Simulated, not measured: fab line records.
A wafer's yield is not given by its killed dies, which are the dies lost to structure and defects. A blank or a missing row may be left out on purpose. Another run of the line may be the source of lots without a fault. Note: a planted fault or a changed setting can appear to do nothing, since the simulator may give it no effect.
A lot that was struck, set against a sound lot || flow rit_cmos || 15 steps out of a route of 202
Sound: wafers L560.1, L560.4, L560.5. Wafers struck: L569.2, L569.3, L569.5. The cause is named last.
Per side, at each step with rows, come the tool, then ch with its chambers, and then its first start. Under that, the readings that differ: sound wafers || struck wafers || difference of the means || sigmas: that difference in standard deviations of wafers without a fault.
alike: words and numbers the same on both sides, and readings whose means are apart by under 2 such deviations; not compared: readings that were withheld, readings missing a value for some wafer, numbers with overlapping values and no deviation given by the record, and bounds like >300 which may hide the same value.
The two part at a step that has a row with sigmas, a row that says differs or no value, or rows on one side only. Non-overlapping numbers with no deviation appear without sigmas and do not part them. A reading missing from all wafers of one side parts the sides only when that side holds two or more wafers.

first, 1 step without rows for these wafers: RIT_ACTIVE_HARDBAKE_12 (time 60 s).
RIT_ACTIVE_ETCH_13: etches Si3N4 in SF6, stops on SiO2, time 210 s, target depth 210 nm.
  sound on rie_diel-04 ch 0,2,3, day 4 02:50; struck on rie_diel-01 ch 1,2, day 5 23:43
  alike: drypump_motor_current_A, oes_product_au, throttle_valve_pct
  not compared: rf_hours_counter_h
RIT_ACTIVE_STRIP_14: strips in O2, time 180 s.
  sound on plasma_asher-01 ch 0,1, day 4 02:58; struck on plasma_asher-02 ch 0,1, day 5 23:50
  alike: drypump_motor_current_A
  not compared: rf_hours_counter_h
RIT_ACTIVE_CD_MEAS_90 targets a cd of 1400 nm.
  sound on cd_sem-02, day 4 03:08; struck on cd_sem-02, day 6 00:02
  alike: cd_nm
then, 4 steps without rows for these wafers: RIT_ACTIVE_CLEAN_15 (cleans in SC1, time 600 s); RIT_ACTIVE_CLEAN_16 (cleans in dHF, time 30 s); RIT_ACTIVE_CLEAN_17 (cleans in SC2, time 600 s); RIT_FOX1_OXIDATION_00 (target thk 350.7 nm, ox time 1130 s).
RIT_FOX1_THK_MEAS_01:
  sound on film_metro-02, day 4 04:57; struck on film_metro-02, day 6 01:50
  alike: FOX1_OXIDE_THK
then, 2 steps without rows for these wafers: RIT_FOX1_WET_ETCH_02 (etches SiO2 in BOE, target depth 350 nm, time 390 s); RIT_FOX2_OXIDATION_00 (target thk 350.7 nm, ox time 1130 s).
RIT_FOX2_THK_MEAS_01:
  sound on film_metro-01, day 4 06:26; struck on film_metro-03, day 6 03:23
{"reading": "FOX2_OXIDE_THK (nm)", "sound": "351 345 348", "struck": "371 368 367", "difference": "+21", "sigmas": "+3"}
RIT_FOX2_CLEAN_02: cleans in dHF, time 180 s.
  sound on wet_bench-03 ch 0, day 4 06:30; struck on wet_bench-02 ch 2, day 6 03:26
{"reading": "run_length_s (s)", "sound": "214 214 214", "struck": "164 164 164", "difference": -50, "sigmas": -13}
then, 1 step without rows for these wafers: RIT_FOX2_WET_ETCH_03 (etches Si3N4 in H3PO4, target depth 195 nm, time 2700 s).
RIT_M1_PROBE_99:
  sound on prober-02, day 5 20:16; struck on prober-01, day 7 17:56
  alike: killed_at_contacts, killed_at_front_end, killed_dies, killed_open, killed_short

== WHERE THEY PART ==
First at RIT_FOX2_THK_MEAS_01; last, within this record, at RIT_FOX2_CLEAN_02. Later steps at which nothing parts them and some readings are alike: RIT_M1_PROBE_99.

WHY: whatever the simulator had introduced
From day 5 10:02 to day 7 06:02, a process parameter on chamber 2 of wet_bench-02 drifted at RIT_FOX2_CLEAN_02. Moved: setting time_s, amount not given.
